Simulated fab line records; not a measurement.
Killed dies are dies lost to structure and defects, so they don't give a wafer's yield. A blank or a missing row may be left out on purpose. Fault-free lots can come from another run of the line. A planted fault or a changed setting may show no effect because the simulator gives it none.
Struck lot and sound lot, side by side | flow rit_cmos | 15 out of 202 route steps
Sound: these wafers, L673.2, L673.3, L673.6. The struck wafers were L689.1, L689.5, L689.6. The cause comes at the end.
At each step with rows: each side's tool, then ch and its chambers, then its first start. Under that, the readings that differ: sound wafers | struck wafers | difference of the means | sigmas: that difference in standard deviations of wafers without a fault.
alike: words and numbers the same on both sides, and readings whose means are apart by under 2 such deviations; not compared: readings that were withheld, readings missing a value for some wafer, numbers with overlapping values and no deviation given by the record, and bounds like >300 which may hide the same value.
A row with sigmas, a row that says differs or no value, or rows on one side alone: a step with any of these is where the two part. When numbers do not overlap yet have no deviation, they are printed without sigmas and do not part them. A reading that every wafer of one side lacks parts them only if that side has two wafers or more.

first, 1 step without rows for these wafers: RIT_NLDD_IMPLANT_08.
RIT_NLDD_STRIP_09: strips in O2, time 180 s.
  sound on plasma_asher-04 ch 0,1, day 2 22:57; struck on plasma_asher-04 ch 0,1, day 6 03:35
  alike: drypump_motor_current_A, run_length_s
  not compared: rf_hours_counter_h
RIT_NLDD_TW_MEAS_10:
  sound on film_metro-01, day 2 23:08; struck on film_metro-04, day 6 03:46
  reading | sound          | struck         | difference | sigmas
  NLDD_TW | 2546 2547 2558 | 2448 2453 2457 | -98        | -3
then, 6 steps without rows for these wafers: RIT_PLDD_HMDS_00 (prime time 60 s); RIT_PLDD_COAT_01 (resist thk 1000 nm); RIT_PLDD_SOFTBAKE_02 (time 60 s); RIT_PLDD_EXPOSE_03 (exposes mask M8, target cd 40900 nm); RIT_PLDD_PEB_04; RIT_PLDD_DEVELOP_05 (develop time 50 s).
RIT_PLDD_OVL_MEAS_06:
  sound on overlay-01, day 3 00:02; struck on overlay-02, day 6 04:40
  alike: PLDD_OVL
then, 2 steps without rows for these wafers: RIT_PLDD_HARDBAKE_07 (time 60 s); RIT_PLDD_IMPLANT_08.
RIT_PLDD_STRIP_09: strips in O2, time 180 s.
  sound on plasma_asher-01 ch 0, day 3 00:22; struck on plasma_asher-01 ch 0,1, day 6 05:19
  reading                                   | sound             | struck          | difference | sigmas
  run_length_s (s)                          | 207.8 207.8 208.3 | 72.1 72.1 72.3  | -135.8     | -99 or more
  model.NOVOLAK_of_PLDD_COAT_01.thk_nm (nm) | 0 0 0             | 222 223.8 223.6 | +223       |
  alike: drypump_motor_current_A
  not compared: rf_hours_counter_h
RIT_PLDD_TW_MEAS_10:
  sound on film_metro-04, day 3 00:33; struck on film_metro-04, day 6 05:29
  alike: PLDD_TW
RIT_M1_PROBE_99:
  sound on prober-01, day 3 14:02; struck on prober-01, day 6 18:41
  reading             | sound  | struck                                                               | difference                   | sigmas
  hold                | - - -  | await_dispo/1.4h/scrap await_dispo/1.4h/scrap await_dispo/1.4h/scrap | no value on the sound wafers |
  killed_at_front_end | 5 10 7 | 264 264 264                                                          | +257                         | +95
  killed_dies         | 5 10 7 | 264 264 264                                                          | +257                         | +95
  killed_on_rim       | 2 5 1  | 70 70 70                                                             | +67                          | +52
  alike: killed_at_contacts, killed_open, killed_short

## WHERE THEY PART
Last at RIT_M1_PROBE_99 as far as this record goes, first at RIT_NLDD_TW_MEAS_10.

WHY: what had been put in by the simulator
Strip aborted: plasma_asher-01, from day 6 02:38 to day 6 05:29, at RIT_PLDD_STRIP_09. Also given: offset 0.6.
